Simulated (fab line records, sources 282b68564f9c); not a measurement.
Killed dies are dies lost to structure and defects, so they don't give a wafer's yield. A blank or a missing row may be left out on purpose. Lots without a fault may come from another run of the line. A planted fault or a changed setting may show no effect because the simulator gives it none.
fab line records | flow rit_cmos
record lots=13 wafers=39 last_day=7
route steps=202 shown NWELL@31 PWELL@49 M1@202
lots that met no fault: from a run of the same line without faults
start_h: hours from the record's first day to the start of the lot's first wafer shown | wait_h: hours since the lot's step before | " the same as in the row above | L1.1+2: a row that stands for several wafers | - no value, or no start given | * or withheld: withheld | < > ~ a bound
route shown NAME@n: a module of which the file shows steps, and the number in the route of the first | usual: mean/standard deviation of fault-free wafers | same: alike in all rows | chamber/n: place in a boat | sites: the reading at each site | _std_site: their standard deviation | _edge_site: outer sites' mean less inner sites' | radius_mm: how far each site lies from the wafer's centre | mask NAME#n: copy n | behind: the tool/chamber that last shaped the wafer | hold: why the lot was held/for how many hours/how that ended | device: the transistor (n, p or np) that didn't switch | end of line: the same wafers' tests at the end of the route | a step without rows: its recipe alone | killed: dies lost to structure and defects at the first sort, not the wafer's yield | map: a wafer's dies, x killed, . not, _ none there
set.NAME: the setting as run; set.NAME@STEP: as run at that earlier step | model.NAME: the simulator's own value behind a step, which no gauge read
steps of the route over a sample of lots; a table a step, a row a wafer
services: from which hour (start_h, from the record's first day; less than 0 if before it) a tool's chamber was out of use, for how many hours, and why
## steps
# step RIT_NWELL_EXPOSE_03
# recipe mask_id=M2 na=0.57 target_cd_nm=43900 dose_mj=250
# columns lot.wafer tool chamber start_h wait_h mask
L321.2+4+5 iline_stepper-01 0 21.32 0.2 M2#0
L322.2+5+6 iline_stepper-02 0 26.30 0.2 M2#0
L323.2+5+6 iline_stepper-01 0 32.17 0.2 M2#0
L325.3+4+5 iline_stepper-01 0 41.59 0.2 M2#0
L326.2+5+6 iline_stepper-02 0 46.22 0.2 M2#0
L328.1+4+6 iline_stepper-02 0 60.33 0.2 M3#0
L338.1+5+6 iline_stepper-02 0 106.30 0.1 M2#0
L339.1+2+6 iline_stepper-02 0 110.83 0.1 M2#0
L340.1+2+5 iline_stepper-01 0 117.60 0.2 M2#0
L341.1+2+4 iline_stepper-02 0 124.01 0.4 M2#0
L342.3+4+5 iline_stepper-01 0 126.98 0.2 M2#0
L343.2+3+5 iline_stepper-01 0 131.06 0.1 M2#0
L344.3+5+6 iline_stepper-02 0 138.49 0.2 M2#0
# step RIT_NWELL_OVL_MEAS_06
# usual NWELL_OVL=1.3/1.5
# columns lot.wafer tool chamber start_h wait_h NWELL_OVL[nm]
L321.2 overlay-01 - 21.75 - 2.4
L321.4 " - " " 2.1
L321.5 " - " " 1.4
L322.2 overlay-01 - 26.71 - 2.0
L322.5 " - " " 2.7
L322.6 " - " " 2.4
L323.2 overlay-01 - 32.78 - -0.6
L323.5 " - " " 1.3
L323.6 " - " " 1.0
L325.3 overlay-01 - 41.99 - 3.1
L325.4 " - " " 0.0
L325.5 " - " " 0.8
L326.2 overlay-02 - 46.64 - 0.9
L326.5 " - " " 1.3
L326.6 " - " " 3.5
L328.1 overlay-01 - 60.76 - -
L328.4 " - " " -
L328.6 " - " " -
L338.1 overlay-02 - 106.73 - 0.8
L338.5 " - " " 1.2
L338.6 " - " " 0.1
L339.1 overlay-01 - 111.26 - 0.8
L339.2 " - " " -0.2
L339.6 " - " " 0.9
L340.1 overlay-01 - 118.03 - 3.2
L340.2 " - " " 2.5
L340.5 " - " " 0.9
L341.1 overlay-01 - 124.44 - 2.8
L341.2 " - " " 2.7
L341.4 " - " " 0.2
L342.3 overlay-01 - 127.38 - 4.4
L342.4 " - " " 6.0
L342.5 " - " " 3.3
L343.2 overlay-02 - 131.47 - 2.0
L343.3 " - " " 0.4
L343.5 " - " " 0.2
L344.3 overlay-01 - 138.89 - 3.4
L344.5 " - " " 0.4
L344.6 " - " " 2.7
# step RIT_NWELL_TW_MEAS_10
# usual NWELL_TW=2119/20
# columns lot.wafer tool chamber start_h wait_h NWELL_TW
L321.2 film_metro-02 - 22.36 0.1 2136
L321.4 " - " " 2129
L321.5 " - " " 2128
L322.2 film_metro-03 - 27.33 0.1 2110
L322.5 " - " " 2107
L322.6 " - " " 2116
L323.2 film_metro-02 - 33.45 0.1 2150
L323.5 " - " " 2122
L323.6 " - " " 2137
L325.3 film_metro-03 - 42.61 0.1 2113
L325.4 " - " " 2114
L325.5 " - " " 2108
L326.2 film_metro-03 - 47.25 0.1 2105
L326.5 " - " " 2099
L326.6 " - " " 2105
L328.1 film_metro-02 - 61.37 0.1 30
L328.4 " - " " 30
L328.6 " - " " 30
L338.1 film_metro-02 - 107.45 0.1 2166
L338.5 " - " " 2146
L338.6 " - " " 2155
L339.1 film_metro-03 - 111.87 0.1 2105
L339.2 " - " " 2105
L339.6 " - " " 2106
L340.1 film_metro-04 - 118.64 0.1 2095
L340.2 " - " " 2103
L340.5 " - " " 2088
L341.1 film_metro-03 - 125.05 0.1 2094
L341.2 " - " " 2115
L341.4 " - " " 2113
L342.3 film_metro-02 - 128.00 0.1 2152
L342.4 " - " " 2153
L342.5 " - " " 2144
L343.2 film_metro-02 - 132.09 0.1 2159
L343.3 " - " " 2158
L343.5 " - " " 2150
L344.3 film_metro-03 - 139.51 0.1 2107
L344.5 " - " " 2116
L344.6 " - " " 2117
# step RIT_PWELL_TW_MEAS_10
# usual PWELL_TW=941/8.5
# columns lot.wafer tool chamber start_h wait_h PWELL_TW
L321.2 film_metro-04 - 24.04 0.1 936
L321.4 " - " " 930
L321.5 " - " " 935
L322.2 film_metro-03 - 28.88 0.1 944
L322.5 " - " " 938
L322.6 " - " " 939
L323.2 film_metro-02 - 35.00 0.1 947
L323.5 " - " " 952
L323.6 " - " " 944
L325.3 film_metro-03 - 44.28 0.1 940
L325.4 " - " " 937
L325.5 " - " " 941
L326.2 film_metro-04 - 48.91 0.1 932
L326.5 " - " " 930
L326.6 " - " " 933
L328.1 film_metro-02 - 63.25 0.1 2178
L328.4 " - " " 2189
L328.6 " - " " 2180
L338.1 film_metro-03 - 109.13 0.1 933
L338.5 " - " " 940
L338.6 " - " " 936
L339.1 film_metro-02 - 113.53 0.1 962
L339.2 " - " " 959
L339.6 " - " " 956
L340.1 film_metro-03 - 120.32 0.1 941
L340.2 " - " " 933
L340.5 " - " " 941
L341.1 film_metro-02 - 126.73 0.1 962
L341.2 " - " " 957
L341.4 " - " " 957
L342.3 film_metro-03 - 129.92 0.1 944
L342.4 " - " " 940
L342.5 " - " " 941
L343.2 film_metro-04 - 133.64 0.1 927
L343.3 " - " " 925
L343.5 " - " " 925
L344.3 film_metro-03 - 141.19 0.1 941
L344.5 " - " " 944
L344.6 " - " " 940
# step RIT_M1_PROBE_99
# usual killed_at_M0_to_M3=0.0/0.2 killed_at_contacts=0.1/0.25 killed_at_front_end=6/3.1 killed_dies=6/3.1 killed_on_rim=1.6/1.4 killed_open=2.9/2 killed_short=3.3/2
# same gross_dies=264 killed_at_M4_up=0 killed_at_back_side=0 killed_at_other=0
# columns lot.wafer tool chamber start_h wait_h killed_at_M0_to_M3 killed_at_contacts killed_at_front_end killed_dies killed_on_rim killed_open killed_short
L328.1 prober-01 - 100.58 0.1 0 0 264 264 70 6 3
L328.4 prober-01 - 100.73 0.2 0 1 263 264 70 6 4
L328.6 prober-01 - 100.83 0.2 0 0 264 264 70 7 7
# killed by level:class
L328.1 NWELL:area_expose=255 REOX:geometric_particle:open=4 FOX1:geometric_particle:open=1 FOX1:geometric_particle:short=1 GATE:geometric_particle:short=1 SPACER:geometric_particle:short=1 SPACER:geometric_particle:open=1
L328.4 NWELL:area_expose=254 FOX1:geometric_particle:open=2 FOX1:geometric_particle:short=2 GATE:geometric_particle:open=2 FOX2:geometric_particle:short=1 SPACER:geometric_particle:short=1 SILICIDE:geometric_particle:open=1 CONTACT:geometric_particle:open=1
L328.6 NWELL:area_expose=250 GATE:geometric_particle:open=6 GATE:geometric_particle:short=3 REOX:geometric_particle:short=2 FOX1:geometric_particle:short=1 REOX:geometric_particle:open=1 SPACER:geometric_particle:short=1
## services
# columns tool chamber start_h hours kind
iline_stepper-02 - 30.82 2.1 pm
iline_stepper-02 - 32.91 - consumable_replace:lamp
iline_stepper-01 - 101.83 2.6 repair
iline_stepper-02 - 104.42 1.7 pm
iline_stepper-01 - 122.23 1.7 pm
## key
first_sign step=RIT_NWELL_EXPOSE_03 reading=mask direction=changed
effect step=RIT_NWELL_OVL_MEAS_06 reading=NWELL_OVL direction=missing
effect step=RIT_NWELL_TW_MEAS_10 reading=NWELL_TW direction=down sigmas=99+ usual=2119 struck=30
effect step=RIT_PWELL_TW_MEAS_10 reading=PWELL_TW direction=up sigmas=99+ usual=941 struck=2182
effect step=RIT_M1_PROBE_99 reading=killed_dies direction=up sigmas=84 usual=6 struck=264
more_kills_born_at RIT_NWELL_EXPOSE_03@iline_stepper-02=759
met_at RIT_NWELL_EXPOSE_03
struck_lots L328
tester_left_out L328
onset_between 46.22 60.33
fault kind=wrong_mask tool=any chamber=- onset_h=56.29 steps=RIT_NWELL_EXPOSE_03 aux_copy=M3#0 scope=struck_lots_only
# tester_left_out: of these lots the tester's yield and bins aren't shown, on N5 and GAA mostly nor the transistor test; their killed dies are dies lost to structure and defects alone, not to doping, threshold or leakage, so they don't give the yield
